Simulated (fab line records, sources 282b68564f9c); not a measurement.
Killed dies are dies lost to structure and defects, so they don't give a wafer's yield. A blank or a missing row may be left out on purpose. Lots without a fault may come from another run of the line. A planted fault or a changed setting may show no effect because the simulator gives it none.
A struck lot beside a sound one | flow rit_cmos | 17 steps out of a route of 202
Sound: wafers L256.2, L256.4, L256.6. Struck: wafers L263.4, L263.5, L263.6. The cause comes at the end.
At each step with rows: each side's tool, then ch and its chambers, then its first start. Under that, the readings that differ: sound wafers | struck wafers | difference of the means | sigmas: that difference in standard deviations of wafers without a fault.
alike: readings whose means differ by less than 2 such deviations, and words and numbers that are the same on both sides. not compared: withheld readings, readings that some wafer has no value for, bounds like >300 that may hide the same value, and numbers for which the record gives no deviation and whose values overlap.
The two part at a step that has a row with sigmas, a row that says differs or no value, or rows on one side only. Numbers that don't overlap but have no deviation are shown without sigmas and don't part them. A reading that every wafer of one side lacks parts them only if that side has two wafers or more.

first, 1 step without rows for these wafers: RIT_PWELL_DEVELOP_05 (develop time 68 s).
RIT_PWELL_OVL_MEAS_06:
  sound on overlay-02, day 4 00:12; struck on overlay-02, day 5 11:01
  alike: PWELL_OVL
then, 2 steps without rows for these wafers: RIT_PWELL_HARDBAKE_07 (time 120 s); RIT_PWELL_IMPLANT_08.
RIT_PWELL_STRIP_09: strips in O2, time 180 s.
  sound on plasma_asher-03 ch 0,1, day 4 00:38; struck on plasma_asher-04 ch 0,1, day 5 11:29
  alike: drypump_motor_current_A
  not compared: rf_hours_counter_h
RIT_PWELL_TW_MEAS_10:
  sound on film_metro-02, day 4 00:49; struck on film_metro-03, day 5 11:38
  alike: PWELL_TW
then, 1 step without rows for these wafers: RIT_WELLDRIVE_ANNEAL_00 (time 14700 s).
RIT_WELLDRIVE_RS_MEAS_01: measures by four-point-probe.
  sound on film_metro-02, day 4 05:58; struck on film_metro-03, day 5 16:49
  alike: NWELL_RS
RIT_WELLDRIVE_RS_MEAS_02: measures by four-point-probe.
  sound on film_metro-02, day 4 06:05; struck on film_metro-03, day 5 16:56
  alike: PWELL_RS
then, 3 steps without rows for these wafers: RIT_NRETRO_HMDS_00 (prime time 60 s); RIT_NRETRO_COAT_01 (resist thk 1300 nm); RIT_NRETRO_SOFTBAKE_02 (time 60 s).
RIT_NRETRO_EXPOSE_03: exposes mask M4, target cd 43900 nm.
  sound on iline_stepper-01 ch 0, day 4 06:47; struck on iline_stepper-01 ch 0, day 5 17:37
  reading                        | sound                | struck               | difference | sigmas
  model.NRETRO.overlay_x_nm (nm) | 0.5589 0.5589 0.5589 | -181.5 -181.5 -181.5 | -182.1     |
  alike: mask
then, 2 steps without rows for these wafers: RIT_NRETRO_PEB_04; RIT_NRETRO_DEVELOP_05 (develop time 68 s).
RIT_NRETRO_OVL_MEAS_06:
  sound on overlay-02, day 4 07:12; struck on overlay-02, day 5 18:13
  reading         | sound       | struck               | difference | sigmas
  NRETRO_OVL (nm) | 1.6 1.2 1.0 | -182.6 -181.8 -183.7 | -184.0     | -99 or more
  not compared: hold
RIT_M1_PROBE_99:
  the record has rows for the sound wafers here (prober-01, day 5 12:39) and none for the struck ones

WHERE THEY PART
First at RIT_NRETRO_OVL_MEAS_06; last, within this record, at RIT_M1_PROBE_99.

WHY: what the simulator had put in
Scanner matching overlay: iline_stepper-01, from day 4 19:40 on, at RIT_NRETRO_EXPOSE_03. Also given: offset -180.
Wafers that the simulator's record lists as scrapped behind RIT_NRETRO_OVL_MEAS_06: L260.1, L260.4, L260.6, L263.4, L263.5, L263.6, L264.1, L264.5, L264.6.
